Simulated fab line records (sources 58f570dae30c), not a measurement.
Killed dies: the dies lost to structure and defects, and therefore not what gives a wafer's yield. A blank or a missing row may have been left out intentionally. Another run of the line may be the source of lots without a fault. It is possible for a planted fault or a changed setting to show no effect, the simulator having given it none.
fab line records | flow berkeleyCmos170 | part 2 of 2: steps 29 to 42 of 42
record lots=5 wafers=15 lastDay=9
route steps=331 shown PWELL@52 WELLDRIVE@55 ACTIVE@60 PFIELD@79 FIELD@89
lots that met no fault: from a run of the same line without faults
startH: start of the lot's first displayed wafer, in hours after the record's first day | waitH: hours since the lot's step before | " unchanged from the row above | L1.1+2: one row covering several wafers at once | - no value, or no start was given | * or withheld: withheld | < > ~ a bound
route shown NAME@n: NAME is a module with steps in the file, n the number in the route of the first one | usual: average and standard deviation across the fault-free wafers | same: alike in all rows | chamber/n: place in a boat | sites: the reading at each site | _std_site: their standard deviation | _edge_site: outer sites' mean less inner sites' | radiusMm: how far each site lies from the wafer's centre | mask NAME#n: copy n | behind: tool/chamber where the wafer was last shaped | hold: why the lot was held/for how many hours/how that ended | device: the transistor (n, p or np) that didn't switch | end of line: at the end of the route, the tests of the same wafers | step lacking rows: just its recipe | killed: count of dies lost to structure and defects at first sort (not the wafer's yield) | map: dies across one wafer; x = killed, . = not, _ = none there
set.NAME: setting as actually run; set.NAME@STEP: the setting as run at that earlier step | model.NAME: the simulator's own value behind a step, which no gauge read
lots at selected steps of the route; one table per step, one row per wafer
services: when a tool's chamber went out of use (startH, in hours from the record's first day, below 0 if earlier), for how many hours, and the reason
## steps
# step UCB170_PFIELD_COAT_01
# recipe resist=KrF spinRpm=1500 resistThkNm=900
# usual dispensePressureKPa=48.9/2
# columns lot.wafer tool chamber startH waitH dispensePressureKPa
L074.1 lithoTrack-04 0 79.74 0.1 47.9
L074.5 " 0 " " 47.9
L074.6 " 0 " " 47.9
L075.3 lithoTrack-03 0 79.79 0.1 46.5
L075.5 " 0 " " 46.5
L075.6 " 0 " " 46.4
L078.2 lithoTrack-03 0 108.04 0.1 46.5
L078.4 " 0 " " 46.4
L078.5 " 0 " " 46.5
L080.1 lithoTrack-04 0 116.93 0.1 47.9
L080.2 " 0 " " 47.9
L080.4 " 0 " " 47.9
L084.2 lithoTrack-01 0 131.77 0.1 51.0
L084.5 " 0 " " 51.0
L084.6 " 0 " " 51.0
# step UCB170_PFIELD_SOFTBAKE_02
# recipe resist=KrF tempC=130 timeS=60
# columns lot.wafer tool chamber startH waitH
L074.1+5+6 lithoTrack-04 0 79.89 0.1
L075.3+5+6 lithoTrack-03 0 79.94 0.1
L078.2+4+5 lithoTrack-03 0 108.19 0.1
L080.1+2+4 lithoTrack-04 0 117.08 0.1
L084.2+5+6 lithoTrack-01 0 131.92 0.1
# step UCB170_PFIELD_EXPOSE_03
# recipe maskId=PFIELD na=0.5 sigmaOuter=0.6 sourceShape=conventional targetCdNm=1500 doseMj=30
# columns lot.wafer tool chamber startH waitH mask
L075.3+5+6 krfScanner-02 0 80.20 0.2 PFIELD#0
L074.1+5+6 krfScanner-01 0 80.41 0.5 PFIELD#0
L078.2+4+5 krfScanner-02 0 108.33 0.1 PFIELD#0
L080.1+2+4 krfScanner-02 0 117.36 0.2 PFIELD#0
L084.2+5+6 krfScanner-01 0 132.06 0.1 PFIELD#0
# step UCB170_PFIELD_PEB_04
# recipe pebTempC=130 pebTimeS=withheld resist=KrF
# columns lot.wafer tool chamber startH waitH
L075.3+5+6 lithoTrack-04 0 80.33 0.1
L074.1+5+6 lithoTrack-03 0 80.52 0.1
L078.2+4+5 lithoTrack-04 0 109.16 0.8
L080.1+2+4 lithoTrack-01 0 117.74 0.4
L084.2+5+6 lithoTrack-01 0 132.19 0.1
# step UCB170_PFIELD_DEVELOP_05
# recipe developer=TMAH developTimeS=45 resist=KrF devTempC=21
# columns lot.wafer tool chamber startH waitH
L075.3+5+6 lithoTrack-04 0 - -
L074.1+5+6 lithoTrack-03 0 - -
L078.2+4+5 lithoTrack-04 0 - -
L080.1+2+4 lithoTrack-01 0 - -
L084.2+5+6 lithoTrack-01 0 - -
# step UCB170_PFIELD_OVL_MEAS_06
# usual PFIELD_OVL=3/5.9
# columns lot.wafer tool chamber startH waitH PFIELD_OVL[nm]
L075.3 overlay-01 - 80.57 - -2
L075.5 " - " " -2
L075.6 " - " " 1
L074.1 overlay-02 - 80.80 - -3
L074.5 " - " " 10
L074.6 " - " " 4
L078.2 overlay-02 - 109.42 - 2
L078.4 " - " " 1
L078.5 " - " " -4
L080.1 overlay-02 - 118.02 - 0
L080.2 " - " " -4
L080.4 " - " " 1
L084.2 overlay-01 - 132.44 - 7
L084.5 " - " " 0
L084.6 " - " " 7
# step UCB170_PFIELD_IMPLANT_07
# recipe species=B doseCm2=2e+13 energyKev=80 tiltDeg=7
# columns lot.wafer tool chamber startH waitH
L075.3+5+6 implanter-02 0 80.64 0.1
L074.1+5+6 implanter-03 0 80.83 0.0
L078.2+4+5 implanter-04 0 109.48 0.0
L080.1+2+4 implanter-03 0 118.06 0.0
L084.2+5+6 implanter-02 0 132.50 0.0
# step UCB170_PFIELD_STRIP_08
# recipe chemistry=O2 powerW=400 pressureMtorr=3500 platenTempC=withheld o2FlowSccm=400 overashFraction=0.5
# usual chamberPressureMTorr=3500/3.1 drypumpMotorCurrentA=5.97/0.27 oesProductAu=0.735/0.0045 stripTimeToEndpointS=21.63/0.074
# columns lot.wafer tool chamber startH waitH chamberPressureMTorr drypumpMotorCurrentA oesProductAu rfHoursCounterH stripTimeToEndpointS
L075.3 plasmaAsher-02 0 80.78 0.1 3495 5.77 0.734 - 21.55
L075.5 " 1 " " 3495 6.23 0.729 - 21.65
L075.6 " 0 " " 3498 5.77 0.738 - 21.60
L074.1 plasmaAsher-01 0 80.98 0.1 3498 5.65 0.729 31 21.82
L074.5 " 0 " " 3500 5.66 0.728 - 21.81
L074.6 " 1 " " 3503 6.14 0.739 - 21.74
L078.2 plasmaAsher-01 1 109.60 0.1 3504 6.17 0.738 34 21.65
L078.4 " 1 " " 3500 6.18 0.735 - 21.63
L078.5 " 0 " " 3507 5.67 0.737 - 21.62
L080.1 plasmaAsher-01 0 118.21 0.1 3503 5.67 0.736 35 21.77
L080.2 " 1 " " 3497 6.18 0.732 35 21.80
L080.4 " 1 " " 3506 6.17 0.744 - 21.80
L084.2 plasmaAsher-04 1 132.62 0.1 3499 6.32 0.736 42 21.59
L084.5 " 0 " " 3498 5.71 0.731 - 21.51
L084.6 " 1 " " 3505 6.33 0.736 - 21.62
# step UCB170_PFIELD_TW_MEAS_09
# usual PFIELD_TW=604/7.9
# columns lot.wafer tool chamber startH waitH PFIELD_TW
L075.3 filmMetro-04 - 80.86 0.1 599
L075.5 " - " " 599
L075.6 " - " " 598
L074.1 filmMetro-03 - 81.08 0.1 615
L074.5 " - " " 613
L074.6 " - " " 610
L078.2 filmMetro-03 - 109.71 0.1 617
L078.4 " - " " 615
L078.5 " - " " 618
L080.1 filmMetro-01 - 118.31 0.1 600
L080.2 " - " " 594
L080.4 " - " " 596
L084.2 filmMetro-01 - 132.73 0.1 595
L084.5 " - " " 595
L084.6 " - " " 597
# step UCB170_FIELD_CLEAN_00
# recipe chemistry=dHF dilution=25:1 timeS=7.5
# columns lot.wafer tool chamber startH waitH
L075.3+5+6 wetBench-01 3 80.90 0.0
L074.1+5+6 wetBench-03 1 81.14 0.1
L078.2+4+5 wetBench-02 0 109.76 0.0
L080.1+2+4 wetBench-01 2 118.37 0.1
L084.2+5+6 wetBench-01 1 132.78 0.0
# step UCB170_FIELD_OXIDATION_01
# recipe tempC=1000 ambient=H2O pH2oTorr=584.62 targetThkA=5583 oxTimeS=7200
# usual spikeTcCentreC=1002.7/1
# columns lot.wafer tool chamber startH waitH spikeTcCentreC
L074.1 furnace-02 0 84.03 2.9 1001.7
L074.5 " 0 " " 1000.8
L074.6 " 0 " " 1002.6
L075.3 furnace-02 0 84.03 3.1 1002.2
L075.5 " 0 " " 1001.5
L075.6 " 0 " " 1002.5
L078.2 furnace-02 0 111.37 1.6 1001.9
L078.4 " 0 " " 1002.3
L078.5 " 0 " " 1001.8
L080.1 furnace-04 0 120.74 2.4 1003.1
L080.2 " 0 " " 1003.6
L080.4 " 0 " " 1001.7
L084.2 furnace-04 0 136.17 3.4 1003.5
L084.5 " 0 " " 1004.8
L084.6 " 0 " " 1002.6
# step UCB170_FIELD_THK_MEAS_02
# recipe reads=SiO2_of_FIELD_OXIDATION_01
# usual FIELD_OXIDE_THK=557/9.7
# columns lot.wafer tool chamber startH waitH FIELD_OXIDE_THK[nm]
L074.1 filmMetro-03 - 87.03 0.0 544
L074.5 " - " " 548
L074.6 " - " " 547
L075.3 filmMetro-04 - 87.05 0.0 566
L075.5 " - " " 563
L075.6 " - " " 548
L078.2 filmMetro-02 - 114.38 0.0 570
L078.4 " - " " 558
L078.5 " - " " 549
L080.1 filmMetro-04 - 123.74 0.0 547
L080.2 " - " " 546
L080.4 " - " " 555
L084.2 filmMetro-04 - 139.18 0.0 562
L084.5 " - " " 565
L084.6 " - " " 557
# step UCB170_FIELD_ANNEAL_03
# recipe tempC=1000 timeS=1200 ambient=N2
# usual spikeTcCentreC=1003.0/0.96
# columns lot.wafer tool chamber startH waitH spikeTcCentreC
L074.1 furnace-01 0 89.88 2.8 1001.5
L074.5 " 0 " " 1002.3
L074.6 " 0 " " 1005.2
L075.3 furnace-01 0 89.88 2.8 1002.5
L075.5 " 0 " " 1004.6
L075.6 " 0 " " 1002.8
L078.2 furnace-01 0 117.68 3.3 1002.3
L078.4 " 0 " " 1003.9
L078.5 " 0 " " 1002.4
L080.1 furnace-04 0 126.24 2.5 1004.4
L080.2 " 0 " " 1001.3
L080.4 " 0 " " 1003.2
L084.2 furnace-04 0 141.85 2.7 1003.5
L084.5 " 0 " " 1004.5
L084.6 " 0 " " 1004.0
# step UCB170_FIELD_WET_ETCH_04
# recipe chemistry=dHF dilution=10:1 target=SiO2 tempC=25 timeS=60
# columns lot.wafer tool chamber startH waitH
L074.1+5+6 wetBench-01 2 91.21 0.0
L075.3+5+6 wetBench-01 3 91.21 0.0
L078.2+4+5 wetBench-01 3 119.01 0.0
L080.1+2+4 wetBench-01 0 127.57 0.0
L084.2+5+6 wetBench-01 3 144.00 0.8
## services
# columns tool chamber startH hours kind
furnace-04 - 28.67 2.7 repair
furnace-04 - 31.36 2.7 pm
implanter-04 - 42.13 9.5 pm
furnace-04 - 47.02 3.2 pm
rieDiel-02 2 51.17 2.5 repair
rieDiel-02 1 52.66 2.3 repair
implanter-04 - 57.12 35.3 pm
rieDiel-04 - 67.25 1.9 repair
wetBench-01 - 71.30 0.7 repair
krfScanner-01 - 75.64 3.0 pm
lpcvd-01 - 83.32 0.5 repair
krfScanner-02 - 85.01 1.0 pm
implanter-02 - 87.55 3.2 pm
implanter-04 - 92.44 5.0 pm
krfScanner-01 - 94.59 4.4 pm
krfScanner-02 - 103.03 1.3 pm
krfScanner-01 - 108.05 0.2 repair
plasmaAsher-02 - 108.85 9.0 pm
rieDiel-04 3 115.58 2.4 repair
plasmaAsher-02 - 117.85 2.8 pm
plasmaAsher-03 - 120.55 2.8 pm
krfScanner-01 - 123.38 1.3 pm
furnace-01 - 128.53 3.0 pm
krfScanner-01 - 129.47 1.0 pm
